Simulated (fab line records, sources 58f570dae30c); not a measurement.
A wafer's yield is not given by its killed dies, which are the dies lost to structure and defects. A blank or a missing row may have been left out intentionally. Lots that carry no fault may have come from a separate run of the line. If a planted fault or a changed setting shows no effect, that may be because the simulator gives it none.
A lot that was struck, set against a sound lot || flow berkeleyCmos170 || 26 steps out of a route of 331
Sound: wafers L610.2, L610.3, L610.6. Struck: wafers L608.2, L608.4, L608.5. The cause is named last.
Order at every step that has rows: each side's tool, ch and its chambers, its first start. Under that, the readings that differ: sound wafers || struck wafers || difference of the means || sigmas: that difference in standard deviations of wafers without a fault.
alike: same words and numbers on both sides, and readings whose means sit less than 2 such deviations apart. not compared: any withheld reading, any reading some wafer has no value for, any bound like >300 that may hide the same value, and any number with overlapping values for which the record gives no deviation.
A row with sigmas, a row that says differs or no value, or rows on one side alone: a step with any of these is where the two part. Numbers that have no deviation but don't overlap get no sigmas and don't part them. Lack of a reading on every wafer of one side parts them only where that side has two or more wafers.

first, 2 steps without rows for these wafers: UCB170_SCREENOX_WET_ETCH_00 (etches SiO2 in dHF, time 200 s); UCB170_SCREENOX_OXIDATION_01 (target thk 14.4 nm, ox time 2400 s).
UCB170_SCREENOX_THK_MEAS_02:
  sound on filmMetro-02, day 7 14:39; struck on filmMetro-02, day 6 16:32
  alike: SCREENOX_OXIDE_THK
then, 7 steps without rows for these wafers: UCB170_SCREENOX_ANNEAL_03 (time 900 s); UCB170_NVT_HMDS_00 (prime time 60 s); UCB170_NVT_COAT_01 (resist thk 900 nm); UCB170_NVT_SOFTBAKE_02 (time 60 s); UCB170_NVT_EXPOSE_03 (exposes mask PWELL, target cd 3000 nm); UCB170_NVT_PEB_04; UCB170_NVT_DEVELOP_05 (develop time 45 s).
UCB170_NVT_OVL_MEAS_06:
  sound on overlay-01, day 7 20:11; struck on overlay-01, day 6 20:56
  alike: NVT_OVL
following that, these wafers have no rows for 1 step: UCB170_NVT_IMPLANT_07.
UCB170_NVT_STRIP_08: strips in O2.
  sound on plasmaAsher-02 ch 0, day 7 20:22; struck on plasmaAsher-01 ch 0,1, day 6 21:07
  no value came back on the struck wafers for any of 5 readings (chamberPressureMTorr (mTorr), drypumpMotorCurrentA (A) and others); on the sound wafers chamberPressureMTorr (mTorr) reads 3503 3497 3502
{"reading": "model.KrF_of_NVT_COAT_01.thkNm (nm)", "sound": "0 0 0", "struck": "887.7 889.9 891.9", "difference": "+889.8", "sigmas": ""}
  not compared: rfHoursCounterH
UCB170_NVT_TW_MEAS_09:
  sound on filmMetro-02, day 7 20:28; struck on filmMetro-04, day 6 21:13
  alike: NVT_TW
then, 7 steps without rows for these wafers: UCB170_NVT_CLEAN_10 (cleans in SPM, time 600 s); UCB170_PVT_HMDS_00 (prime time 60 s); UCB170_PVT_COAT_01 (resist thk 900 nm); UCB170_PVT_SOFTBAKE_02 (time 59.17 s); UCB170_PVT_EXPOSE_03 (exposes mask NWELL, target cd 3000 nm); UCB170_PVT_PEB_04; UCB170_PVT_DEVELOP_05 (develop time 45 s).
UCB170_PVT_OVL_MEAS_06:
  sound on overlay-01, day 7 22:29; struck on overlay-02, day 7 00:01
  alike: PVT_OVL
following that, these wafers have no rows for 1 step: UCB170_PVT_IMPLANT_07.
UCB170_PVT_STRIP_08: strips in O2.
  sound on plasmaAsher-04 ch 0,1, day 7 22:40; struck on plasmaAsher-04 ch 0,1, day 7 00:11
{"reading": "stripTimeToEndpointS (s)", "sound": "21.55 21.55 21.61", "struck": "47.96 48.08 48.04", "difference": "+26.46", "sigmas": "+99 or more"}
  alike: chamberPressureMTorr, drypumpMotorCurrentA, o2FlowSccm, oesProductAu
  not compared: rfHoursCounterH
UCB170_PVT_TW_MEAS_09:
  sound on filmMetro-03, day 7 22:47; struck on filmMetro-03, day 7 00:18
{"reading": "PVT_TW", "sound": "508.8 509.4 507.9", "struck": "30.2 29.8 29.7", "difference": -478.8, "sigmas": "-99 or more"}
then, 1 step without rows for these wafers: UCB170_GATE_WET_ETCH_00 (etches SiO2 in dHF, time 200 s).

== WHERE THEY PART ==
At UCB170_NVT_STRIP_08 first; at UCB170_PVT_TW_MEAS_09 last (within this record only).

WHY: the cause the simulator had injected
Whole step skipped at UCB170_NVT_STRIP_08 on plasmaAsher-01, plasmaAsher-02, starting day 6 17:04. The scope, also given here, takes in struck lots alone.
